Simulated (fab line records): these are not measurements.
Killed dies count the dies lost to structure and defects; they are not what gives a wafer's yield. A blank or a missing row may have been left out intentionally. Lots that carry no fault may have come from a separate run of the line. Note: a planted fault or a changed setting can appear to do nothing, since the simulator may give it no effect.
What tool caused it? ; flow berkeley cmos170 ; Sampling: 13 lots, 37 wafers, 5 of 331 route steps

## WHAT EACH GAUGE READ, for each wafer
UCB170_V1_OVL_MEAS_13. Usual: V1_OVL gives -2 nm (standard deviation 4.9).
lot;measured;on;V1_OVL (nm);flag
L944;day 9 08:10;overlay-02;-5 -4 0;
L945;day 9 14:42;overlay-02;-7 -3 -6;
L946;day 9 16:32;overlay-01;1 2 3;
L947;day 10 10:47;overlay-01;-6 -8 -12;
L949;day 11 05:05;overlay-01;3 11 2;
L959;day 12 07:22;overlay-01;2 11 2;
L957;day 12 10:35;overlay-01;-5;
L961;day 12 17:44;overlay-02;1 -9 -6;
L962;day 12 19:00;overlay-01;-4 -5 -6;
L960;day 12 19:43;overlay-01;-5 2 -1;
L964;day 12 23:37;overlay-01;2 -4 9;
L966;day 13 21:40;overlay-01;-5 -2 2;
L967;day 14 01:13;overlay-01;-3 -1 3;

UCB170_V1_CD_MEAS_90: target cd 700 nm. Usual: cd nm at 699.4 nm, with a standard deviation of 1.7.
lot;measured;on;cd nm (nm);flag
L944;day 9 08:29;cd sem-02;700.5 701.4 699.7;
L945;day 9 15:01;cd sem-01;698.1 698.5 699.6;
L946;day 9 16:52;cd sem-01;702.2 700.4 702.3;
L947;day 10 11:07;cd sem-01;698.2 698.4 700.5;
L949;day 11 05:25;cd sem-02;700.9 697.8 701.2;
L959;day 12 07:42;cd sem-02;699.1 697.3 697.9;
L957;day 12 10:58;cd sem-02;700.2;
L961;day 12 18:04;cd sem-01;699.5 698.9 698.7;
L962;day 12 19:19;cd sem-02;699.0 701.0 702.1;
L960;day 12 20:08;cd sem-01;698.1 701.1 700.5;
L964;day 12 23:58;cd sem-02;697.7 701.7 699.0;
L966;day 13 21:58;cd sem-01;702.1 700.4 701.8;
L967;day 14 01:37;cd sem-02;697.3 700.3 700.9;

UCB170_M3_CD_MEAS_15: target cd 700 nm. Usual: cd nm at 700.4 nm, with a standard deviation of 1.3.
lot;measured;on;cd nm (nm);flag
L944;day 9 15:50;cd sem-01;700.3 701.7 703.3;
L945;day 10 02:08;cd sem-01;700.8 702.4 702.3;
L946;day 10 02:16;cd sem-02;701.1 700.9 701.0;
L947;day 10 21:52;cd sem-01;700.6 701.6 699.5;
L949;day 11 16:20;cd sem-02;699.0 699.9 699.4;
L959;day 12 22:04;cd sem-01;701.9 702.2 701.5;
L957;day 12 22:43;cd sem-02;703.1;
L961;day 13 06:18;cd sem-01;700.5 699.5 700.5;
L962;day 13 06:53;cd sem-01;700.2 698.9 698.9;
L960;day 13 08:29;cd sem-02;699.5 700.0 700.9;
L964;day 13 10:34;cd sem-01;698.7 699.2 698.5;
L966;day 14 06:05;cd sem-02;701.3 699.6 701.0;
L967;day 14 10:05;cd sem-01;699.1 699.4 700.4;

## WHAT TOOL EACH LOT RAN ON (gives the tool, then ch and the chambers of the sampled wafers, and finally the start)
lot;UCB170_V2_ETCH_14;UCB170_V2_STRIP_15
L944;rie diel-04 ch 0,1,2, day 9 13:30;plasma asher-01 ch 0,1, day 9 13:41
L945;rie diel-04 ch 0,1, day 9 20:25;plasma asher-02 ch 0,1, day 9 20:36
L946;rie diel-02 ch 0,1,2, day 9 22:30;plasma asher-02 ch 0,1, day 9 22:41
L947;rie diel-01 ch 1,2,3, day 10 16:58;plasma asher-01 ch 0,1, day 10 17:08
L949;rie diel-04 ch 0,2, day 11 11:05;plasma asher-03 ch 0,1, day 11 11:17
L959;rie diel-02 ch 0,2,3, day 12 17:58;plasma asher-01 ch 0,1, day 12 18:09
L957;rie diel-01 ch 0, day 12 18:23;plasma asher-01 ch 0, day 12 18:33
L961;rie diel-04 ch 0,1,2, day 13 00:38;plasma asher-02 ch 0,1, day 13 00:50
L962;rie diel-04 ch 1,2, day 13 01:49;plasma asher-01 ch 0,1, day 13 02:00
L960;rie diel-02 ch 1,2,3, day 13 02:59;plasma asher-02 ch 0,1, day 13 03:10
L964;rie diel-02 ch 0,1,3, day 13 07:04;plasma asher-02 ch 0,1, day 13 07:15
L966;rie diel-02 ch 1,2,3, day 14 03:16;plasma asher-02 ch 0,1, day 14 03:26
L967;rie diel-04 ch 0,1,2, day 14 07:28;plasma asher-02 ch 0,1, day 14 07:39
- UCB170_V2_ETCH_14: etches SiO2 in CHF3/CF4/Ar, stops on Al, target depth 1250 nm, time 300.3 s.
- UCB170_V2_STRIP_15: strips in O2.

## AS READ BY THE TOOLS THEMSELVES (means over the sampled wafers that have a number; for cases with no such wafer, the mark the record gives instead)
UCB170_V2_ETCH_14. Usual: cf4 flow sccm 15.00 sccm, standard deviation 0.046; drypump motor current A 5.6 A, standard deviation 0.42; oes product au 0.869 a.u., standard deviation 0.012; throttle valve pct 6.96 %, standard deviation 0.1.
lot;tool;cf4 flow sccm (sccm);drypump motor current A (A);oes product au (a.u.);throttle valve pct (%);flag
L944;rie diel-04;15.02;5.1;0.876;7.01;
L945;rie diel-04;15.02;5.2;0.882;6.99;
L946;rie diel-02;15.03;5.7;0.859;6.93;
L947;rie diel-01;15.00;5.7;0.861;6.99;
L949;rie diel-04;14.98;5.1;0.867;7.03;
L959;rie diel-02;15.01;5.7;0.877;6.93;
L957;rie diel-01;15.10;6.1;0.783;6.70;OFF
L961;rie diel-04;15.05;5.1;0.871;7.01;
L962;rie diel-04;14.96;5.1;0.874;7.03;
L960;rie diel-02;15.01;5.7;0.875;6.98;
L964;rie diel-02;15.04;5.6;0.870;7.00;
L966;rie diel-02;14.98;5.7;0.873;6.97;
L967;rie diel-04;14.97;5.1;0.873;7.00;

UCB170_V2_STRIP_15. Usual: drypump motor current A 6.1 A, standard deviation 0.52; oes product au 0.721 a.u., standard deviation 0.0046; strip time to endpoint s 15.09 s, standard deviation 0.14.
lot;tool;drypump motor current A (A);oes product au (a.u.);strip time to endpoint s (s);flag
L944;plasma asher-01;6.2;0.720;14.97;
L945;plasma asher-02;6.2;0.718;15.10;
L946;plasma asher-02;5.7;0.723;15.14;
L947;plasma asher-01;6.1;0.717;15.14;
L949;plasma asher-03;6.6;0.719;15.23;
L959;plasma asher-01;6.1;0.719;15.05;
L957;plasma asher-01;6.0;0.719;13.78;OFF
L961;plasma asher-02;6.2;0.716;15.03;
L962;plasma asher-01;6.2;0.717;14.98;
L960;plasma asher-02;5.7;0.721;15.04;
L964;plasma asher-02;5.7;0.716;15.12;
L966;plasma asher-02;5.7;0.726;15.09;
L967;plasma asher-02;6.2;0.725;14.98;

## THE ANSWER, worked out from the rows above alone
Rule: a lot is off if the mean of its wafers that have a number lies more than 3 standard deviations from the usual mean. Also off: a lot with no number at a reading for which 4 or more lots have one. The other lots that the step has rows for count as sound. After the gauges, taken in route order, come the tools' own readings; for these a lot's mean is taken, as printed above. At the first step where some lot is off, the reading lying furthest off is the one used; lots without a number count as furthest.
Off, at UCB170_V2_ETCH_14 on oes product au: L957.
A tool fits if, at that step or a process step before it, it ran every lot that is off, and no sound lot after the first of them. One fits: UCB170_V2_ETCH_14 on rie diel-01. Its last sound lot is L947 (day 10 16:58), its first lot that is off L957 (day 12 18:23): a fault that began between those two fits.
The tool's own readings at UCB170_V2_ETCH_14 bear it out: on the lots that are off they differ by more than 5 times the standard deviation of the sound lots' means. oes product au reads 0.783 a.u. there against 0.871 a.u. on the sound lots; throttle valve pct reads 6.70 % there against 6.99 % on the sound lots.

## WHAT HAD BEEN PUT IN BY THE SIMULATOR
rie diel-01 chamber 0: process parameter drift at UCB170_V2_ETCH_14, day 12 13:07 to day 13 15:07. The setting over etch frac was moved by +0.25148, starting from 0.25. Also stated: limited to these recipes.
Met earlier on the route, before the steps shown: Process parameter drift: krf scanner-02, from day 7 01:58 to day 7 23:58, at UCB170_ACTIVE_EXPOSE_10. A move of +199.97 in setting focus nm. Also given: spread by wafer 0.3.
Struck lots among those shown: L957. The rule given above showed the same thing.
